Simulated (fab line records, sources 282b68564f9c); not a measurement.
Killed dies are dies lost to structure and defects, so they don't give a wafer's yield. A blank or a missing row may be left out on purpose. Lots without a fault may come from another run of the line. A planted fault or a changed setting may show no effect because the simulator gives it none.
Which tool did it? | flow rit_cmos | 14 lots, 42 wafers sampled, at 5 steps of a route of 202

WHAT THE GAUGES READ, wafer by wafer
RIT_ACTIVE_THK_MEAS_02.
lot  | measured    | on            | ACTIVE_OXIDE_THK (nm)
L298 | day 1 17:04 | film_metro-02 | 46.5 46.7 46.2
L300 | day 2 03:03 | film_metro-02 | 47.2 46.3 47.2
L301 | day 2 08:03 | film_metro-02 | 46.4 46.5 46.5
L302 | day 2 15:22 | film_metro-02 | 47.2 47.1 46.7
L304 | day 2 23:04 | film_metro-04 | 46.5 46.6 47.4
L306 | day 3 09:03 | film_metro-04 | 45.8 47.0 46.3
L307 | day 3 14:47 | film_metro-03 | 44.9 45.4 45.7
L309 | day 4 02:41 | film_metro-02 | 44.9 46.2 46.1
L310 | day 4 05:04 | film_metro-04 | 45.4 46.4 46.0
L315 | day 5 06:04 | film_metro-03 | 47.3 47.6 47.1
L316 | day 5 11:08 | film_metro-03 | 47.7 48.0 47.8
L318 | day 5 21:04 | film_metro-04 | 46.5 47.3 47.2
L319 | day 6 02:03 | film_metro-03 | 46.8 47.4 47.8
L320 | day 6 07:03 | film_metro-03 | 47.3 47.6 46.9

RIT_ACTIVE_THK_MEAS_04.
lot  | measured    | on            | ACTIVE_NITRIDE_THK (nm)
L298 | day 1 18:32 | film_metro-04 | 152.3 152.2 152.3
L300 | day 2 04:32 | film_metro-04 | 150.7 148.9 149.8
L301 | day 2 09:32 | film_metro-02 | 150.6 149.2 150.4
L302 | day 2 16:50 | film_metro-02 | 149.1 150.0 149.3
L304 | day 3 00:32 | film_metro-03 | 148.7 148.1 148.8
L306 | day 3 10:32 | film_metro-02 | 149.2 148.6 149.5
L307 | day 3 16:16 | film_metro-03 | 151.8 151.8 152.0
L309 | day 4 04:10 | film_metro-02 | 150.6 150.1 150.9
L310 | day 4 06:32 | film_metro-02 | 149.4 150.5 149.1
L315 | day 5 07:32 | film_metro-04 | 120.9 122.0 119.6
L316 | day 5 12:37 | film_metro-04 | 120.0 120.5 120.2
L318 | day 5 22:32 | film_metro-04 | 150.2 150.1 150.6
L319 | day 6 03:49 | film_metro-04 | 149.3 151.4 151.2
L320 | day 6 08:32 | film_metro-02 | 150.6 151.2 149.2

RIT_NRETRO_OVL_MEAS_06.
lot  | measured    | on         | NRETRO_OVL (nm)
L298 | day 2 11:06 | overlay-02 | -0.2 -1.9 -3.3
L300 | day 2 20:44 | overlay-01 | 0.2 2.0 -0.2
L301 | day 3 02:52 | overlay-02 | -1.5 0.3 -2.0
L302 | day 3 08:18 | overlay-02 | -1.8 0.7 -1.1
L304 | day 3 16:13 | overlay-01 | -0.2 0.8 0.7
L306 | day 4 04:26 | overlay-01 | 1.1 -1.2 -0.3
L307 | day 4 09:16 | overlay-01 | 0.5 -1.8 -0.7
L309 | day 4 21:02 | overlay-01 | -0.5 1.2 -0.4
L310 | day 4 21:55 | overlay-01 | -0.1 -1.4 -1.9
L315 | day 6 00:47 | overlay-02 | -1.3 -2.0 -1.8
L316 | day 6 03:53 | overlay-02 | -2.4 -1.3 -1.0
L318 | day 6 16:53 | overlay-02 | -0.7 0.8 2.2
L319 | day 6 22:53 | overlay-01 | -3.0 -3.2 -2.1
L320 | day 7 03:51 | overlay-02 | -1.4 -1.0 -1.1

WHICH TOOL RAN EACH LOT (tool, then ch and the chambers of the sampled wafers, then the start)
lot  | RIT_ACTIVE_CVD_03          | RIT_ACTIVE_ETCH_13
L298 | lpcvd-02 ch 1, day 1 17:07 | rie_diel-03 ch 1,2,3, day 1 19:43
L300 | lpcvd-02 ch 1, day 2 03:07 | rie_diel-02 ch 0,3, day 2 05:43
L301 | lpcvd-02 ch 0, day 2 08:07 | rie_diel-03 ch 0,1, day 2 10:50
L302 | lpcvd-01 ch 0, day 2 15:26 | rie_diel-03 ch 1,2, day 2 18:09
L304 | lpcvd-01 ch 1, day 2 23:07 | rie_diel-03 ch 1,2,3, day 3 01:44
L306 | lpcvd-02 ch 0, day 3 09:07 | rie_diel-02 ch 0,3, day 3 11:50
L307 | lpcvd-01 ch 1, day 3 14:50 | rie_diel-04 ch 0,2,3, day 3 17:26
L309 | lpcvd-02 ch 1, day 4 02:44 | rie_diel-04 ch 0,1,3, day 4 05:27
L310 | lpcvd-01 ch 0, day 4 05:07 | rie_diel-02 ch 1,3, day 4 07:47
L315 | lpcvd-02 ch 0, day 5 06:07 | rie_diel-02 ch 0,1, day 5 08:43
L316 | lpcvd-02 ch 0, day 5 11:11 | rie_diel-03 ch 0,2,3, day 5 13:55
L318 | lpcvd-01 ch 0, day 5 21:07 | rie_diel-02 ch 1,2, day 5 23:43
L319 | lpcvd-02 ch 1, day 6 02:25 | rie_diel-04 ch 1,2,3, day 6 05:08
L320 | lpcvd-02 ch 1, day 6 07:07 | rie_diel-03 ch 0,1,2, day 6 09:50
- RIT_ACTIVE_CVD_03: deposits Si3N4 from SiH2Cl2/NH3, target thk 150 nm, time 1500 s.
- RIT_ACTIVE_ETCH_13: etches Si3N4 in SF6, stops on SiO2, time 210 s, target depth 210 nm.

WHAT THE TOOLS THEMSELVES READ (means of the sampled wafers that have a number; where no wafer has one, the mark that the record gives instead)
RIT_ACTIVE_CVD_03.
lot  | tool     | pressure_mtorr (mTorr) | spike_tc_source_C (C)
L298 | lpcvd-02 | 300.1                  | 833
L300 | lpcvd-02 | 300.2                  | 832
L301 | lpcvd-02 | 299.5                  | 839
L302 | lpcvd-01 | 299.1                  | 831
L304 | lpcvd-01 | 299.1                  | 835
L306 | lpcvd-02 | 300.4                  | 839
L307 | lpcvd-01 | 300.2                  | 834
L309 | lpcvd-02 | 299.9                  | 834
L310 | lpcvd-01 | 299.8                  | 831
L315 | lpcvd-02 | 150.0                  | 839
L316 | lpcvd-02 | 150.5                  | 839
L318 | lpcvd-01 | 300.9                  | 830
L319 | lpcvd-02 | 300.0                  | 832
L320 | lpcvd-02 | 299.7                  | 833

RIT_ACTIVE_ETCH_13.
lot  | tool        | drypump_motor_current_A (A) | oes_product_au (a.u.) | throttle_valve_pct (%)
L298 | rie_diel-03 | 5.7                         | 0.813                 | 7.50
L300 | rie_diel-02 | 5.6                         | 0.810                 | 7.60
L301 | rie_diel-03 | 5.4                         | 0.823                 | 7.68
L302 | rie_diel-03 | 5.8                         | 0.819                 | 7.44
L304 | rie_diel-03 | 5.7                         | 0.804                 | 7.50
L306 | rie_diel-02 | 5.6                         | 0.811                 | 7.61
L307 | rie_diel-04 | 5.8                         | 0.814                 | 7.46
L309 | rie_diel-04 | 6.2                         | 0.814                 | 7.51
L310 | rie_diel-02 | 5.7                         | 0.815                 | 7.74
L315 | rie_diel-02 | 6.4                         | 0.738                 | 7.44
L316 | rie_diel-03 | 5.6                         | 0.727                 | 7.61
L318 | rie_diel-02 | 6.5                         | 0.831                 | 7.55
L319 | rie_diel-04 | 6.1                         | 0.821                 | 7.42
L320 | rie_diel-03 | 5.7                         | 0.817                 | 7.54

THE ANSWER, worked out from the rows above alone
Rule: what is usual is taken from the lots themselves. Put in order of their means at a reading, lots are off if they are a third of the lots or fewer, leave a main group of 4 or more, and stand apart from it by a gap of 3 or more times the standard deviation of the main group's means; of several such gaps the widest counts. A main group whose means are all the same, to the digits that the tables above print for the reading, isn't used. A lot without any number at a reading at which 4 lots or more have one is off too. The other lots that the step has rows for count as sound. The gauges are gone through in route order, then the tools' own readings, and for those a lot's mean is taken as printed above. The first step at which some lot is off is used, and at that step the reading that is off furthest; a lot without a number counts as furthest.
Off: L315, L316, at RIT_ACTIVE_THK_MEAS_04 (ACTIVE_NITRIDE_THK). The main group: mean 150.2 nm, standard deviation 1.
A tool fits if, at a process step before that reading, it ran every lot that is off, and no sound lot after the first of them. The gauges at RIT_ACTIVE_THK_MEAS_04 aren't tried: what is off there is off at RIT_ACTIVE_CVD_03 too, on other tools, and a gauge's error can't cause that. None of those tried fits.

WHAT THE SIMULATOR HAD PUT IN
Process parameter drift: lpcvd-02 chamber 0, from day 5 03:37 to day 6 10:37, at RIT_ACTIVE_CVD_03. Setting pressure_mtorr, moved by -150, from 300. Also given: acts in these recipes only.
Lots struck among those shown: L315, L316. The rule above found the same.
